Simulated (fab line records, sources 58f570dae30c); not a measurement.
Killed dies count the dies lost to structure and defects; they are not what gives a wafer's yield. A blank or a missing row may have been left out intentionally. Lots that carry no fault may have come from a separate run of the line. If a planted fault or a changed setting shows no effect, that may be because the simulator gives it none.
2 desks looking at one fault    flow berkeley_cmos170    numbers are kept per desk, each desk with only its own; the story behind them comes last

AT THE TOOL OWNER'S DESK: rtp_anneal-02
At UCB170_SILICIDE_RTA_04 (time 15 s), the tool's own readings, given per lot that ran on this tool as the mean of the sampled wafers with a number. If a lot's mean is further than 4 standard deviations from the usual mean, the lot is out of limits and carries the mark OUT (the distance appears in the brackets).
Columns: A = lamp_power_pct at UCB170_SILICIDE_RTA_04, usual 9.5 %; B = wafer_temp_C_max at UCB170_SILICIDE_RTA_04, usual 653.9
lot   first seen here  A    B
L269  day 10 06:11     9.3  653.6
L273  day 11 12:29     9.3  654.4
L272  day 11 12:58     9.3  654.8
L277  day 12 05:07     9.5  654.0
L278  day 12 05:38     9.5  653.5
Result from this desk: across the 5 lots, nothing is out of limits.

METROLOGY DESK
What the gauges read for every lot (on any tool): the sampled wafers with a number, averaged. If a lot's mean is further than 4 standard deviations from the usual mean, the lot is out of limits and carries the mark OUT (the distance appears in the brackets). 7 of its 12 readings are shown, namely those furthest out on some lot.
Columns: A = PSD_RS at UCB170_SDANNEAL_RS_MEAS_02, usual 76.5 ohm/sq; B = NSD_RS at UCB170_SDANNEAL_RS_MEAS_03, usual 37.60 ohm/sq; C = PLDD_RS at UCB170_SDANNEAL_RS_MEAS_04, usual 1033.0 ohm/sq; D = SILICIDE_TI_RS at UCB170_SILICIDE_RS_MEAS_02, usual 26.0 ohm/sq; E = SILICIDE_TI_THK at UCB170_SILICIDE_THK_MEAS_03, usual 29.7 nm; F = CONTACT_PSG_THK at UCB170_CONTACT_THK_MEAS_02, usual 701 nm; G = cd_nm at UCB170_CONTACT_CD_MEAS_15, usual 699.8 nm
lot   first seen here  A     B      C       D     E     F    G
L261  day 8 20:25      76.9  37.67  1036.8  26.0  29.7  714  698.6
L269  day 10 05:26     76.9  37.69  1031.7  26.3  29.4  697  698.7
L273  day 11 11:44     76.6  37.55  1035.6  25.8  29.9  698  702.3
L272  day 11 12:12     76.8  37.66  1031.8  25.7  29.8  706  699.2
L277  day 12 04:22     76.6  37.54  1036.8  26.6  29.1  706  699.6
L278  day 12 04:53     77.1  37.80  1037.7  26.3  29.4  697  698.6
Result from this desk: across the 6 lots, nothing is out of limits.

PUT TOGETHER
The tool owner's desk saw nothing out of limits.
At the metrology desk, nothing out of limits was observed.

WHAT THE SIMULATOR HAD INSERTED
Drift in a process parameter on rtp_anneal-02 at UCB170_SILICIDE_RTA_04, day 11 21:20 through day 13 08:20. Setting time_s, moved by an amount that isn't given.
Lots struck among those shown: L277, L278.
